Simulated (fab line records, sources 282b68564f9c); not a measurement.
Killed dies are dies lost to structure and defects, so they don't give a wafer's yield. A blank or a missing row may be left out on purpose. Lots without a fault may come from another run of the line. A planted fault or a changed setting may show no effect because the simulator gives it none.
Which tool did it? | flow rit_cmos | 14 lots, 42 wafers sampled, at 2 steps of a route of 202

WHAT THE GAUGES READ, wafer by wafer
The record holds no reading of a measuring or inspecting step that can be judged against a usual standard deviation.

WHICH TOOL RAN EACH LOT (tool, then ch and the chambers of the sampled wafers, then the start)
lot  | RIT_CONTACT_COAT_03              | RIT_M1_PROBE_99
L734 | litho_track-01 ch 0, day 3 01:58 | prober-01, day 3 08:37
L735 | litho_track-02 ch 0, day 3 07:26 | prober-02, day 3 13:31
L738 | litho_track-04 ch 0, day 4 02:26 | -
L741 | litho_track-02 ch 0, day 4 15:08 | -
L743 | litho_track-04 ch 0, day 5 01:34 | -
L746 | litho_track-02 ch 0, day 5 17:50 | prober-01, day 6 00:02
L748 | litho_track-04 ch 0, day 6 01:42 | -
L749 | litho_track-02 ch 0, day 6 09:22 | prober-02, day 6 15:38
L750 | litho_track-01 ch 0, day 6 15:56 | -
L751 | litho_track-02 ch 0, day 6 20:38 | -
L752 | litho_track-02 ch 0, day 7 01:59 | prober-01, day 7 08:44
L753 | litho_track-02 ch 0, day 7 08:34 | prober-02, day 7 15:35
L756 | litho_track-01 ch 0, day 8 04:34 | -
L757 | litho_track-01 ch 0, day 8 10:08 | -
- RIT_CONTACT_COAT_03: resist thk 1000 nm.
- RIT_M1_PROBE_99

WHAT THE TOOLS THEMSELVES READ (means of the sampled wafers that have a number; where no wafer has one, the mark that the record gives instead)
RIT_CONTACT_COAT_03.
lot  | tool           | chill_plate_temp_C (C) | spin_speed_rpm (rpm)
L734 | litho_track-01 | 23.02                  | 3250.9
L735 | litho_track-02 | 22.97                  | 3252.5
L738 | litho_track-04 | 23.00                  | 3248.1
L741 | litho_track-02 | 23.10                  | 3249.6
L743 | litho_track-04 | 22.99                  | 3492.8
L746 | litho_track-02 | 22.82                  | 3248.2
L748 | litho_track-04 | 23.02                  | 3493.0
L749 | litho_track-02 | 23.01                  | 3249.1
L750 | litho_track-01 | 23.12                  | 3250.8
L751 | litho_track-02 | 23.05                  | 3251.8
L752 | litho_track-02 | 22.88                  | 3247.9
L753 | litho_track-02 | 23.08                  | 3250.7
L756 | litho_track-01 | 22.99                  | 3248.5
L757 | litho_track-01 | 22.97                  | 3248.9

RIT_M1_PROBE_99.
lot  | tool      | killed_at_M0_to_M3 | killed_at_contacts | killed_at_front_end | killed_dies | killed_open | killed_short
L734 | prober-01 | 0.0                | 0.3                | 6.3                 | 6.7         | 4           | 2.7
L735 | prober-02 | 0.0                | 0.3                | 9.3                 | 9.7         | 4           | 6.0
L746 | prober-01 | 0.0                | 0.3                | 9.3                 | 9.7         | 5           | 4.0
L749 | prober-02 | 0.0                | 0.0                | 5.7                 | 5.7         | 2           | 3.7
L752 | prober-01 | 0.0                | 0.3                | 6.0                 | 6.3         | 2           | 4.0
L753 | prober-02 | 0.0                | 0.0                | 4.7                 | 4.7         | 2           | 3.0

THE ANSWER, worked out from the rows above alone
Rule: what is usual is taken from the lots themselves. Put in order of their means at a reading, lots are off if they are a third of the lots or fewer, leave a main group of 4 or more, and stand apart from it by a gap of 3 or more times the standard deviation of the main group's means; of several such gaps the widest counts. A main group whose means are all the same, to the digits that the tables above print for the reading, isn't used. A lot without any number at a reading at which 4 lots or more have one is off too. The other lots that the step has rows for count as sound. The gauges are gone through in route order, then the tools' own readings, and for those a lot's mean is taken as printed above. The first step at which some lot is off is used, and at that step the reading that is off furthest; a lot without a number counts as furthest.
Off: L743, L748, at RIT_CONTACT_COAT_03 (spin_speed_rpm). The main group: mean 3249.8 rpm, standard deviation 1.5.
A tool fits if, at that step or a process step before it, it ran every lot that is off, and no sound lot after the first of them. One fits: litho_track-04 at RIT_CONTACT_COAT_03. Its last sound lot is L738 (day 4 02:26), its first lot that is off L743 (day 5 01:34): a fault that began between those two fits.
The tool's own readings at RIT_CONTACT_COAT_03 bear it out: on the lots that are off they differ by more than 5 times the standard deviation of the sound lots' means. spin_speed_rpm reads 3492.9 rpm there against 3249.8 rpm on the sound lots.

WHAT THE SIMULATOR HAD PUT IN
Process parameter drift: litho_track-04, from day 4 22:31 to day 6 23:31, at RIT_CONTACT_COAT_03. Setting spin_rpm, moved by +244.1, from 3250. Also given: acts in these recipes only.
Lots struck among those shown: L743, L748. The rule above found the same.
